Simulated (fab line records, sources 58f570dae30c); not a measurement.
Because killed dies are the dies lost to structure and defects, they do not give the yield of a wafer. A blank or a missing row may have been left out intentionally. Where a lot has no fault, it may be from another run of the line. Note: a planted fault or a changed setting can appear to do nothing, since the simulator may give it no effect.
Comparing a struck lot with a sound one    flow berkeley cmos170    15 out of 331 route steps
Sound: the wafers L615.3, L615.4, L615.5. Struck: wafer L623.2 (L623.1, L623.4, from the same lot, were not struck and are left out); the cause is given at the end.
For every step that has rows: the tool of each side, followed by ch and its chambers, followed by its first start. Under that, the readings that differ: sound wafers    struck wafers    difference of the means    sigmas: that difference in standard deviations of wafers without a fault.
alike: readings with means less than 2 such deviations apart, plus words and numbers identical on both sides. not compared: withheld readings, readings lacking a value on some wafer, bounds such as >300 that could conceal the same value, and numbers that have no deviation in the record and whose values overlap.
The two part at a step that has a row with sigmas, a row that says differs or no value, or rows on one side only. Non-overlapping numbers with no deviation appear without sigmas and do not part them. A reading missing from all wafers of one side parts the sides only when that side holds two or more wafers.

UCB170_M1_SPUTTER_00: material Al, target thk 600 nm, time 80 s.
  sound: pvd sputter-02 at day 7 23:26; struck: pvd sputter-03 at day 9 17:47
  alike: throttle valve pct
UCB170_M1_RS_MEAS_01: measurement is done with a four-point probe.
  sound: film metro-03 at day 7 23:32; struck: film metro-03 at day 9 17:50
  alike: M1_AL_RS
UCB170_M1_THK_MEAS_02: measures by xrf.
  sound: film metro-03 at day 7 23:38; struck: film metro-03 at day 9 17:58
  alike: M1_AL_THK
then, 4 steps without rows for these wafers: UCB170_M1_COAT_03; UCB170_M1_COAT_04 (resist thk 900 nm); UCB170_M1_SOFTBAKE_05 (time 60 s); UCB170_M1_EXPOSE_06 (exposes mask METAL1, target cd 700 nm).
UCB170_M1_PEB_07:
  sound on litho track-01 ch 0, day 8 00:45; struck on litho track-01 ch 0, day 9 18:59
reading                      sound                 struck  difference  sigmas
plate sensor t centre C (C)  131.42 131.42 131.42  131.4   +0.0        -2
  alike: plate sensor t edge C
then, 1 step without rows for these wafers: UCB170_M1_DEVELOP_08 (develop time 45 s).
UCB170_M1_CD_MEAS_09: target cd 700 nm.
  sound: cd sem-02 at day 8 01:01; struck: cd sem-02 at day 9 19:16
  alike: cd nm
UCB170_M1_OVL_MEAS_10:
  sound: overlay-01 at day 8 01:06; struck: overlay-01 at day 9 19:23
  alike: M1_OVL
UCB170_M1_ETCH_11: etches BARC in N2/H2.
  sound on rie diel-03 ch 1,3, day 8 01:08; struck on rie diel-04 ch 0, day 9 19:25
reading             sound              struck  difference  sigmas
rf fwd power W (W)  497.7 497.6 497.6  493.6   -4.0        -2
  alike: drypump motor current A, oes product au, throttle valve pct
UCB170_M1_METAL_ETCH_12: etches Al in Cl2/BCl3, stops on PSG, target depth 780 nm, time 130 s.
  sound on rie metal-02 ch 0,1, day 8 01:13; struck on rie metal-01 ch 0, day 9 19:28
reading                              sound              struck  difference                    sigmas
drypump motor current A (A)          4.9 5.6 4.9        6.4     +1.3                          +2
rf hours counter h (h)               - - -              4       no value on the sound wafers  
model.KrF_of_M1_COAT_04.thk nm (nm)  427 437.4 434.9    524.1   +91.0                         
model.M1.cd nm (nm)                  697.7 697.8 697.4  702.4   +4.8                          
  alike: oes product au, rf fwd power W, throttle valve pct
UCB170_M1_STRIP_13: strips in O2.
  sound on plasma asher-02 ch 0,1, day 8 01:20; struck on plasma asher-02 ch 1, day 9 19:35
reading                 sound  struck  difference                    sigmas
rf hours counter h (h)  - - -  53      no value on the sound wafers  
  alike: drypump motor current A, o2 flow sccm, oes product au
UCB170_M3_PROBE_99:
  sound: prober-01 at day 8 16:57; struck: prober-01 at day 10 12:54
reading                                    sound                        struck    difference  sigmas
model.etest.m1 comb over steps.over limit  0 0 0                        1         +1          
model.etest.ring.over limit                0 0 0                        1         +1          
model.etest.antenna m1.vt shift v (V)      -0.002449 -0.006215 -0.0106  0.001309  +0.007730   

WHERE THEY PART
First at UCB170_M1_PEB_07; last, within this record, at UCB170_M1_STRIP_13.

WHY: whatever the simulator had introduced
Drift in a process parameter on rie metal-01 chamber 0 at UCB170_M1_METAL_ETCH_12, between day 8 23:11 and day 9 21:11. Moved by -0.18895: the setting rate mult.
